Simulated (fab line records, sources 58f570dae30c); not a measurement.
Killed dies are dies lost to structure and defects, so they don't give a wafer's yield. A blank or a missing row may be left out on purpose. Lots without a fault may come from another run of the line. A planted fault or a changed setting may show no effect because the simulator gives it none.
A single fault, viewed from 2 desks | flow berkeley cmos170 | only its own numbers are on each desk; what lay behind them is given at the end

== AT THE METROLOGY DESK ==
Means of the sampled wafers that have a number, per lot and without regard to the tool the lot ran on: this is what the gauges read. A lot is out of limits, marked OUT, if its mean lies more than 4 standard deviations from the usual mean; the brackets give that distance.
Columns: A = V2_BOW at UCB170_V2_BOW_MEAS_03, usual 34 um; B = M3_AL_THK at UCB170_M3_THK_MEAS_03, usual 896 nm; C = M3_BOW at UCB170_M3_BOW_MEAS_20, usual 33 um
lot  | first seen here | A  | B   | C
L551 | day 7 23:06     | 32 | 878 | 31
L554 | day 8 09:23     | 33 | 899 | 33
L553 | day 8 20:05     | 34 | 897 | 32
L559 | day 9 16:22     | 30 | 904 | 32
L563 | day 10 02:34    | 38 | 901 | 35
L562 | day 10 03:01    | 33 | 897 | 34
L561 | day 10 03:16    | 39 | 899 | 38
L564 | day 10 12:26    | 39 | 892 | 41
L566 | day 10 14:26    | 46 | 894 | 43
L565 | day 10 15:02    | 38 | 892 | 35
L568 | day 11 03:13    | 32 | 911 | 30
L569 | day 11 15:35    | 39 | 888 | 37
L573 | day 12 16:14    | 41 | 908 | 38
L572 | day 12 16:47    | 28 | 914 | 26
Finding of this desk: none of the 14 lots has anything out of limits.

== FOR THE TOOL OWNER'S DESK: rie metal-01 ==
The tool's own readings at UCB170_M3_METAL_ETCH_18 (etches Al in Cl2/BCl3, stops on SiO2, target depth 1170 nm, time 195 s): means of the sampled wafers that have a number, for each lot that ran on this tool. A lot is out of limits, marked OUT, if its mean lies more than 4 standard deviations from the usual mean; the brackets give that distance.
Columns: A = bcl3 flow sccm at UCB170_M3_METAL_ETCH_18, usual 45.00 sccm; B = drypump motor current A at UCB170_M3_METAL_ETCH_18, usual 5.5 A; C = oes product au at UCB170_M3_METAL_ETCH_18, usual 0.855 a.u.; D = rf fwd power W at UCB170_M3_METAL_ETCH_18, usual 597.3 W; E = throttle valve pct at UCB170_M3_METAL_ETCH_18, usual 24.32 %
lot  | first seen here | A     | B   | C     | D     | E
L554 | day 8 14:41     | 45.08 | 5.6 | 0.858 | 595.1 | 24.17
L559 | day 9 21:28     | 45.03 | 5.3 | 0.863 | 596.8 | 24.09
L561 | day 10 08:46    | 44.76 | 5.2 | 0.858 | 598.9 | 24.06
L572 | day 12 23:12    | 44.98 | 5.4 | 0.867 | 596.9 | 24.10
Finding of this desk: none of the 4 lots has anything out of limits.

== PUT TOGETHER ==
The metrology desk saw nothing out of limits.
The tool owner's desk saw nothing out of limits.

== WHAT THE SIMULATOR HAD INSERTED ==
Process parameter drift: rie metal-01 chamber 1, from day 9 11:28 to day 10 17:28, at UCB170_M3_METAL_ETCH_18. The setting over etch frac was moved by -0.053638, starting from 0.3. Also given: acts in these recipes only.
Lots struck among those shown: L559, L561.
